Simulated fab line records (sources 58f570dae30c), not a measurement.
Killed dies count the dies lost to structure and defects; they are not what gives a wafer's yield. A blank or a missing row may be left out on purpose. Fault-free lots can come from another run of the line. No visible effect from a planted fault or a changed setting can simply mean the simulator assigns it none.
Problem report in the 8D (eight disciplines) form, filled by code    flow berkeley cmos170    the parts of the form that need people (team, actions taken, sign-off) are left out

## 1. WHAT IS WRONG
Mean of run length s at UCB170_CONTACT_SOFTBAKE_05: 94.57 s across 8 wafers in 3 lots; on wafers with no fault it is 89.24 s (standard deviation 0.12). Relative to the usual mean, that is a shift of +44 standard deviations.
The step: time 60 s.
Earliest sighting: wafer L878.1 on litho track-03 at day 11 21:48. The record holds 20 wafers of 7 lots with a number at this step. Rule for "out" (also "out of limits"): further than 4 standard deviations from the usual mean. The rest of the wafers with a number are treated as sound.

## 2. WHAT IT IS, WHAT IT ISN'T
question                     is                      is not
which readings at this step  run length s            -
which lots                   L878, L880, L882        L866, L873, L877, L879
which wafers of those lots   all that have a number  -
read on which tools          litho track-03          litho track-04
when                         from day 11 21:48       up to then (9 sound wafers); but 3 sound wafers of L879 came after

## 3. THE SUSPECTS, EACH WITH WHAT RULES IT OUT
Counting: a tool at a process step up to the reading stays a suspect if it ran every lot that is out and no sound lot after the first of them.
- litho track-03 at UCB170_CONTACT_SOFTBAKE_05 (time 60 s): kept. Every lot that is out went through it, starting with L878 (day 11 21:48), and after that it ran no sound lot; the last sound lot it ran before then is L866 (day 8 22:46). Its own run length s readings are out on those wafers.
Remaining after the count: litho track-03 at UCB170_CONTACT_SOFTBAKE_05.

## 4. THE CAUSE (what the simulator had put in)
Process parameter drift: litho track-03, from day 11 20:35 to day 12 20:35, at UCB170_CONTACT_SOFTBAKE_05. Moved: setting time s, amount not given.
Counting left only this tool.

## 5. THE CHAIN OF EFFECTS, in route order
Each row: a reading whose mean over the struck wafers that have a number lies more than 3 standard deviations from the usual. Only readings for which the record gives a usual standard deviation are gone through. hours: the time from each lot's start at the first step in this table that gives one to its start at this step, as a median over the lots. sigmas: the change in usual standard deviations.
hours  step                        reading       usual    on struck wafers  change  sigmas
0      UCB170_CONTACT_SOFTBAKE_05  run length s  89.24 s  94.57             +5.33   +44
Here are the process steps it includes:
- UCB170_CONTACT_SOFTBAKE_05: time 60 s.
Later measuring or inspecting steps at which every struck wafer that the step has a row for has a number for every such reading, and none has moved that far: UCB170_CONTACT_CD_MEAS_15, UCB170_CONTACT_OVL_MEAS_16.

## 6. WHAT WOULD HAVE CAUGHT IT SOONER
In this record the first reading out of limits was taken at day 11 21:48, 1 hour after the fault began at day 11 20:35.
